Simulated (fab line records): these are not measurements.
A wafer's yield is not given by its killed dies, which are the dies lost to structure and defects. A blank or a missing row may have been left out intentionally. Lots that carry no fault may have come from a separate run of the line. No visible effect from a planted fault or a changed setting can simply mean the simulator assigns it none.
fab line records	flow rit-cmos
record lots=6	wafers=18	last-day=8
route steps=202 shown SILICIDE@167 CONTACT@168 M1@202
lots that met no fault: taken from a fault-free run of the same line
start-h: hours from the record's opening day to when the first of the lot's shown wafers began	wait-h: how many hours have passed since the lot's step before this one	" identical to the entry in the row above	L1.1+2: several wafers, shown together as one row	- no value, or no start was given	* or withheld: withheld	< > ~ a bound
route shown NAME@n: NAME is a module with steps in the file, n the number in the route of the first one	usual: average and standard deviation across the fault-free wafers	same: alike in all rows	chamber/n: place in a boat	sites: the reading at each site	_std_site: the values' standard deviation	_edge_site: outer sites' mean less inner sites'	radius-mm: how far each site lies from the wafer's centre	mask NAME#n: copy n	behind: tool/chamber where the wafer was last shaped	hold: why the lot went on hold/how many hours it stayed there/how the hold came to an end	device: the n, p or np transistor that did not switch	end of line: tests run on the same wafers once the route is complete	step lacking rows: just its recipe	killed: dies that structure and defects cost at the first sort, which is not the same as the wafer's yield	map: shows each die of a wafer: x if killed, . if not, _ if none is there
set.NAME: the setting the step ran with; set.NAME@STEP: the setting that earlier step ran with	model.NAME: the simulator's own value behind a step, which no gauge read
a table for each step, a row for each wafer; lots at some steps of the route
services: from which hour (start-h, from the record's first day; less than 0 if before it) a tool's chamber was out of use, for how many hours, and why
## steps
# step RIT_SILICIDE_RTA_06
# recipe temp-c=750	time-s=10	idle-temp-c=25	ramp-up-s=5	ramp-down-s=10	cool-to-c=25	ambient=N2
# usual wafer_temp_C_max=754.0/0.81
# same time-s=10
lot.wafer	tool	chamber	start-h	wait-h	wafer_temp_C_max
L241.1	rtp-anneal-01	0	62.39	0.0	753.4
L241.2	"	0	"	"	753.1
L241.5	"	0	"	"	753.2
L246.1	rtp-anneal-02	0	87.40	0.0	754.2
L246.2	"	0	"	"	753.3
L246.4	"	0	"	"	753.6
L248.1	rtp-anneal-02	0	97.79	0.0	753.5
L248.3	"	0	"	"	753.8
L248.5	"	0	"	"	753.8
L249.2	rtp-anneal-01	0	102.07	0.0	754.2
L249.4	"	0	"	"	753.9
L249.5	"	0	"	"	752.9
L257.1	rtp-anneal-01	0	159.90	0.0	754.1
L257.4	"	0	"	"	753.8
L257.6	"	0	"	"	753.6
L261.1	rtp-anneal-01	0	177.57	0.0	753.2
L261.2	"	0	"	"	753.9
L261.6	"	0	"	"	753.8
# step RIT_CONTACT_CVD_00
# recipe material=SiO2	target-thk-nm=400	precursor=TEOS	temp-c=390	time-s=61	rf-w=400
# usual heater-power-w=303/49
# same time-s=61
lot.wafer	tool	chamber	start-h	wait-h	heater-power-w
L241.1	pecvd-03	0	62.46	0.1	270
L241.2	"	1	"	"	329
L241.5	"	1	"	"	342
L246.1	pecvd-02	1	87.46	0.1	285
L246.2	"	0	"	"	273
L246.4	"	0	"	"	294
L248.1	pecvd-04	2	97.86	0.1	349
L248.3	"	1	"	"	239
L248.5	"	0	"	"	351
L249.2	pecvd-02	2	102.13	0.0	373
L249.4	"	0	"	"	246
L249.5	"	2	"	"	394
L257.1	pecvd-02	0	159.96	0.1	328
L257.4	"	2	"	"	381
L257.6	"	0	"	"	335
L261.1	pecvd-03	2	177.63	0.1	318
L261.2	"	0	"	"	238
L261.6	"	2	"	"	326
# step RIT_CONTACT_THK_MEAS_01
# recipe reads=SiO2_of_CONTACT_CVD_00
# usual CONTACT_TEOS_THK=399/5.9
lot.wafer	tool	chamber	start-h	wait-h	CONTACT_TEOS_THK[nm]
L241.1	film-metro-02	-	62.51	0.0	398
L241.2	"	-	"	"	393
L241.5	"	-	"	"	402
L246.1	film-metro-04	-	87.51	0.0	397
L246.2	"	-	"	"	395
L246.4	"	-	"	"	400
L248.1	film-metro-03	-	97.91	0.0	397
L248.3	"	-	"	"	397
L248.5	"	-	"	"	413
L249.2	film-metro-02	-	102.19	0.0	392
L249.4	"	-	"	"	404
L249.5	"	-	"	"	399
L257.1	film-metro-04	-	160.01	0.0	390
L257.4	"	-	"	"	399
L257.6	"	-	"	"	400
L261.1	film-metro-04	-	177.68	0.0	391
L261.2	"	-	"	"	395
L261.6	"	-	"	"	397
# step RIT_CONTACT_HMDS_02
# recipe prime-time-s=60	prime-temp-c=140
# step RIT_CONTACT_COAT_03
# recipe resist=NOVOLAK	spin-rpm=3250	resist-thk-nm=1000
# step RIT_CONTACT_SOFTBAKE_04
# recipe resist=NOVOLAK	temp-c=90	time-s=60
# step RIT_CONTACT_EXPOSE_05
# recipe mask-id=M11	na=0.6	source-shape=conventional	sigma-outer=0.5	target-cd-nm=1000	dose-mj=250
# step RIT_CONTACT_PEB_06
# recipe resist=NOVOLAK	temp-c=withheld	time-s=withheld
# step RIT_CONTACT_DEVELOP_07
# recipe resist=NOVOLAK	develop-time-s=120	dev-temp-c=23
# step RIT_CONTACT_CD_MEAS_08
# recipe target-cd-nm=1000
# usual cd-nm=1000.4/2.4
lot.wafer	tool	chamber	start-h	wait-h	cd-nm
L241.1	cd-sem-01	-	63.54	-	999.5
L241.2	"	-	"	"	998.3
L241.5	"	-	"	"	998.3
L246.1	cd-sem-02	-	89.03	-	999.6
L246.2	"	-	"	"	999.9
L246.4	"	-	"	"	1000.9
L248.1	cd-sem-01	-	99.06	-	1002.4
L248.3	"	-	"	"	998.9
L248.5	"	-	"	"	999.8
L249.2	cd-sem-01	-	103.22	-	998.8
L249.4	"	-	"	"	996.0
L249.5	"	-	"	"	998.1
L257.1	cd-sem-01	-	161.49	-	1000.5
L257.4	"	-	"	"	1003.8
L257.6	"	-	"	"	1000.3
L261.1	cd-sem-01	-	179.02	-	996.4
L261.2	"	-	"	"	997.6
L261.6	"	-	"	"	996.3
# step RIT_CONTACT_OVL_MEAS_09
# usual CONTACT_OVL=-0.5/1.5
lot.wafer	tool	chamber	start-h	wait-h	CONTACT_OVL[nm]
L241.1	overlay-02	-	63.66	0.1	-1.2
L241.2	"	-	"	"	-1.3
L241.5	"	-	"	"	-2.7
L246.1	overlay-01	-	89.15	0.1	-2.6
L246.2	"	-	"	"	-3.2
L246.4	"	-	"	"	-1.3
L248.1	overlay-02	-	99.18	0.1	-1.0
L248.3	"	-	"	"	-1.5
L248.5	"	-	"	"	-1.1
L249.2	overlay-02	-	103.33	0.1	-2.3
L249.4	"	-	"	"	-2.8
L249.5	"	-	"	"	-0.3
L257.1	overlay-01	-	161.61	0.1	2.3
L257.4	"	-	"	"	0.0
L257.6	"	-	"	"	0.4
L261.1	overlay-01	-	179.14	0.1	-2.7
L261.2	"	-	"	"	-2.5
L261.6	"	-	"	"	-2.7
# step RIT_CONTACT_HARDBAKE_10
# recipe resist=NOVOLAK	temp-c=140	time-s=60
# step RIT_CONTACT_ETCH_11
# recipe target-depth-a=4800	over-etch-frac=0.2	stop-on=TiSi2	chemistry=CHF3/CF4/Ar	target=SiO2	CHF3_flow_sccm=50	cf4-flow-sccm=10	Ar_flow_sccm=100	O2_flow_sccm=5	pressure-mtorr=100	rf-w=200	time-s=320
# usual chamber-pressure-mTorr=100.00/0.089	drypump-motor-current-A=5.9/0.43	mfc-ar-sccm=100.0/0.33	oes-product-au=0.991/0.021	rf-fwd-power-W=199.6/0.63	throttle-valve-pct=8.83/0.15
# same time-s=320
lot.wafer	tool	chamber	start-h	wait-h	chamber-pressure-mTorr	drypump-motor-current-A	mfc-ar-sccm	oes-product-au	rf-fwd-power-W	rf-hours-counter-h	throttle-valve-pct	model.NOVOLAK_of_CONTACT_COAT_03.thk-nm
L241.1	rie-diel-03	3	63.84	0.1	100.07	5.5	100.0	1.014	199.1	102	8.75	765.6
L241.2	"	2	"	"	100.14	5.6	100.0	0.992	199.2	42	8.83	757.8
L241.5	"	0	"	"	100.09	5.5	99.9	0.976	199.3	-	8.57	772.2
L246.1	rie-diel-04	2	89.34	0.1	100.14	5.5	99.9	1.021	199.5	6	9.05	770.5
L246.2	"	1	"	"	100.02	5.7	99.7	0.954	200.8	159	8.83	767.1
L246.4	"	3	"	"	99.95	6.8	100.4	0.983	198.5	6	8.78	771
L248.1	rie-diel-03	3	99.37	0.1	99.88	5.5	100.4	1.013	232.0	103	8.74	753.8
L248.3	"	1	"	"	100.05	5.8	100.4	1.013	232.2	98	9.03	760.9
L248.5	"	1	"	"	100.00	5.8	100.0	1.010	230.8	-	9.05	758.8
L249.2	rie-diel-03	1	103.51	0.1	100.18	5.8	100.6	1.016	231.2	99	9.04	764.1
L249.4	"	3	"	"	100.05	5.5	100.0	1.015	231.2	-	8.75	758.7
L249.5	"	1	"	"	99.98	5.8	100.3	1.005	232.0	-	9.01	762.2
L257.1	rie-diel-01	1	161.80	0.1	100.03	6.3	100.2	1.003	199.3	9	8.91	772
L257.4	"	2	"	"	100.11	5.8	100.0	1.006	199.9	7	8.65	766.7
L257.6	"	0	"	"	100.08	6.0	99.9	0.959	199.5	-	8.68	775.9
L261.1	rie-diel-04	1	179.32	0.1	99.90	5.7	99.7	0.962	198.6	1	8.83	766.8
L261.2	"	2	"	"	100.17	5.5	99.9	1.020	199.6	7	9.04	769.6
L261.6	"	3	"	"	99.88	6.8	99.9	0.973	200.3	-	8.79	774.4
# step RIT_CONTACT_STRIP_12
# recipe chemistry=O2	time-s=180	resist=NOVOLAK	platen-temp-c=withheld	power-w=500	pressure-mtorr=4000	o2-flow-sccm=4000
# usual chamber-pressure-mTorr=4000/3.9	drypump-motor-current-A=5.9/0.46
# same time-s=180
lot.wafer	tool	chamber	start-h	wait-h	chamber-pressure-mTorr	drypump-motor-current-A	rf-hours-counter-h
L241.1	plasma-asher-01	0	64.04	0.1	4002	5.4	26
L241.2	"	1	"	"	4004	5.8	26
L241.5	"	1	"	"	3996	5.8	-
L246.1	plasma-asher-02	1	89.53	0.1	4001	5.5	43
L246.2	"	0	"	"	4009	5.9	43
L246.4	"	0	"	"	4003	5.9	-
L248.1	plasma-asher-03	1	99.56	0.1	4004	6.8	46
L248.3	"	1	"	"	3997	6.8	-
L248.5	"	1	"	"	4000	6.8	-
L249.2	plasma-asher-03	0	103.70	0.1	3992	6.0	46
L249.4	"	1	"	"	4003	6.8	-
L249.5	"	0	"	"	3999	6.0	-
L257.1	plasma-asher-03	1	161.99	0.1	4002	6.8	51
L257.4	"	0	"	"	3989	6.0	-
L257.6	"	1	"	"	3999	6.8	-
L261.1	plasma-asher-01	1	179.52	0.1	4003	5.8	37
L261.2	"	0	"	"	4000	5.4	37
L261.6	"	0	"	"	3997	5.4	-
# step RIT_M1_PROBE_99
# usual killed-at-contacts=0.1/0.3	killed-at-front-end=7/3.1	killed-dies=7/3.1	killed-open=3.8/2.3	killed-short=3.2/1.9
# same gross-dies=264	killed_at_M0_to_M3=0	killed_at_M4_up=0	killed-at-back-side=0	killed-at-other=0
lot.wafer	tool	chamber	start-h	wait-h	killed-at-contacts	killed-at-front-end	killed-dies	killed-open	killed-short	model.etest.antenna-contact.vt-shift-v
L241.1	prober-02	-	69.11	0.1	0	10	10	5	5	-0.00792
L241.2	prober-02	-	69.16	0.1	0	7	7	3	4	-0.01125
L241.5	prober-02	-	69.31	0.2	0	4	4	1	3	-0.008338
L246.1	prober-01	-	94.47	0.1	2	3	5	2	3	-0.01203
L246.2	prober-01	-	94.52	0.1	0	9	9	5	4	-0.01345
L246.4	prober-01	-	94.62	0.2	0	3	3	0	3	-0.007861
L248.1	prober-01	-	104.22	0.1	0	6	6	2	4	-0.02108
L248.3	prober-01	-	104.32	0.2	0	1	1	0	1	-0.01613
L248.5	prober-01	-	104.42	0.2	0	9	9	3	6	-0.01143
L249.2	prober-02	-	108.54	0.1	0	6	6	2	4	-0.01657
L249.4	prober-02	-	108.64	0.2	0	5	5	2	3	-0.02133
L249.5	prober-02	-	108.69	0.2	0	6	6	2	4	-0.0181
L257.1	prober-01	-	167.12	0.1	0	9	9	5	4	-0.01588
L257.4	prober-01	-	167.27	0.2	0	9	9	6	3	-0.01028
L257.6	prober-01	-	167.37	0.2	0	7	7	4	3	-0.008108
L261.1	prober-01	-	184.32	0.1	0	3	3	1	2	-0.01662
L261.2	prober-01	-	184.37	0.1	0	7	7	4	3	-0.01565
L261.6	prober-01	-	184.57	0.2	0	7	7	4	3	-0.009374
# killed by level:class
L241.1 GATE:geometric-particle:open=4 GATE:geometric-particle:short=2 SPACER:geometric-particle:short=2 FOX1:geometric-particle:short=1 REOX:geometric-particle:open=1
L241.2 GATE:geometric-particle:open=3 GATE:geometric-particle:short=2 SPACER:geometric-particle:short=2
L241.5 REOX:geometric-particle:short=2 SPACER:geometric-particle:short=1 SPACER:geometric-particle:open=1
L246.1 REOX:geometric-particle:open=1 REOX:geometric-particle:short=1 SPACER:geometric-particle:short=1 CONTACT:geometric-particle:open=1 CONTACT:geometric-particle:short=1
L246.2 GATE:geometric-particle:short=2 GATE:geometric-particle:open=2 FOX1:geometric-particle:open=1 FOX2:geometric-particle:short=1 FOX2:geometric-particle:open=1 SILICIDE:geometric-particle:open=1 SILICIDE:geometric-particle:short=1
L246.4 SILICIDE:geometric-particle:short=2 FOX1:geometric-particle:short=1
L248.1 GATE:geometric-particle:short=4 FOX1:geometric-particle:open=1 GATE:geometric-particle:open=1
L248.3 GATE:geometric-particle:short=1
L248.5 SILICIDE:geometric-particle:short=3 GATE:geometric-particle:short=2 GATE:geometric-particle:open=2 SPACER:geometric-particle:short=1 SILICIDE:geometric-particle:open=1
L249.2 GATE:geometric-particle:short=2 FOX1:geometric-particle:open=1 FOX2:geometric-particle:open=1 SPACER:geometric-particle:short=1 SILICIDE:geometric-particle:short=1
L249.4 FOX2:geometric-particle:short=2 FOX2:geometric-particle:open=1 GATE:geometric-particle:short=1 GATE:geometric-particle:open=1
L249.5 REOX:geometric-particle:short=2 FOX2:geometric-particle:open=1 FOX2:geometric-particle:short=1 GATE:geometric-particle:short=1 REOX:geometric-particle:open=1
L257.1 GATE:geometric-particle:short=4 FOX1:geometric-particle:open=2 FOX2:geometric-particle:open=1 GATE:geometric-particle:open=1 SPACER:geometric-particle:open=1
L257.4 GATE:geometric-particle:short=2 REOX:geometric-particle:open=2 FOX1:geometric-particle:open=1 FOX2:geometric-particle:short=1 SPACER:geometric-particle:open=1 GATE:geometric-particle:open=1 SILICIDE:geometric-particle:open=1
L257.6 SILICIDE:geometric-particle:open=2 FOX1:geometric-particle:open=1 FOX1:geometric-particle:short=1 GATE:geometric-particle:short=1 GATE:geometric-particle:open=1 SILICIDE:geometric-particle:short=1
L261.1 FOX1:geometric-particle:short=1 GATE:geometric-particle:open=1 GATE:geometric-particle:short=1
L261.2 FOX2:geometric-particle:open=2 FOX2:geometric-particle:short=1 GATE:geometric-particle:short=1 GATE:geometric-particle:open=1 REOX:geometric-particle:short=1 SILICIDE:geometric-particle:open=1
L261.6 GATE:geometric-particle:open=2 SPACER:geometric-particle:short=2 GATE:geometric-particle:short=1 REOX:geometric-particle:open=1 SILICIDE:geometric-particle:open=1
## services
tool	chamber	start-h	hours	kind
pecvd-04	-	50.36	0.5	repair
plasma-asher-02	-	74.68	1.6	repair
pecvd-03	1	88.34	7.1	repair
rie-diel-01	3	92.26	14.8	repair
rie-diel-03	2	97.27	7.3	repair
rie-diel-04	1	107.48	-	clean
rie-diel-04	1	107.48	25.6	scheduled-down
rie-diel-04	1	107.48	25.6	vent-cycle
plasma-asher-02	-	108.75	9.0	pm
plasma-asher-02	0	108.75	9.0	vent-cycle
plasma-asher-02	1	108.75	9.0	vent-cycle
plasma-asher-02	0	117.75	-	clean
plasma-asher-02	1	117.75	-	clean
pecvd-03	-	123.80	14.6	pm
rie-diel-04	2	144.64	3.8	repair
rie-diel-04	-	148.14	0.9	repair
rie-diel-01	-	149.47	1.2	repair
rie-diel-04	3	157.77	2.6	repair
rtp-anneal-01	-	163.65	5.1	pm
rie-diel-03	2	168.89	3.0	repair
plasma-asher-01	-	169.32	2.1	repair
## key
first-sign step=RIT_CONTACT_ETCH_11	reading=rf-fwd-power-W	direction=up	sigmas=50	usual=199.6	struck=231.6
effect none on later readings
model-effect step=RIT_CONTACT_ETCH_11	value=NOVOLAK_of_CONTACT_COAT_03.thk-nm	without=768.4	struck=759.7
model-effect step=RIT_M1_PROBE_99	value=etest.antenna-contact.vt-shift-v	without=-0.008791	struck=-0.01744
met-at RIT_CONTACT_ETCH_11
struck-wafers L248.1,L248.3,L248.5,L249.2,L249.4,L249.5
tester-left-out L248,L249
onset-between 63.84 99.37
fault kind=process-parameter-drift	tool=rie-diel-03	chamber=-	onset-h=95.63	steps=RIT_CONTACT_ETCH_11	channel=rf-w	offset=32	shape=step	end-h=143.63	acts-in=these-recipes-only	stated=200
# tester-left-out: of these lots the tester's yield and bins aren't shown, on N5 and GAA mostly nor the transistor test; their killed dies are dies lost to structure and defects alone, not to doping, threshold or leakage, so they don't give the yield
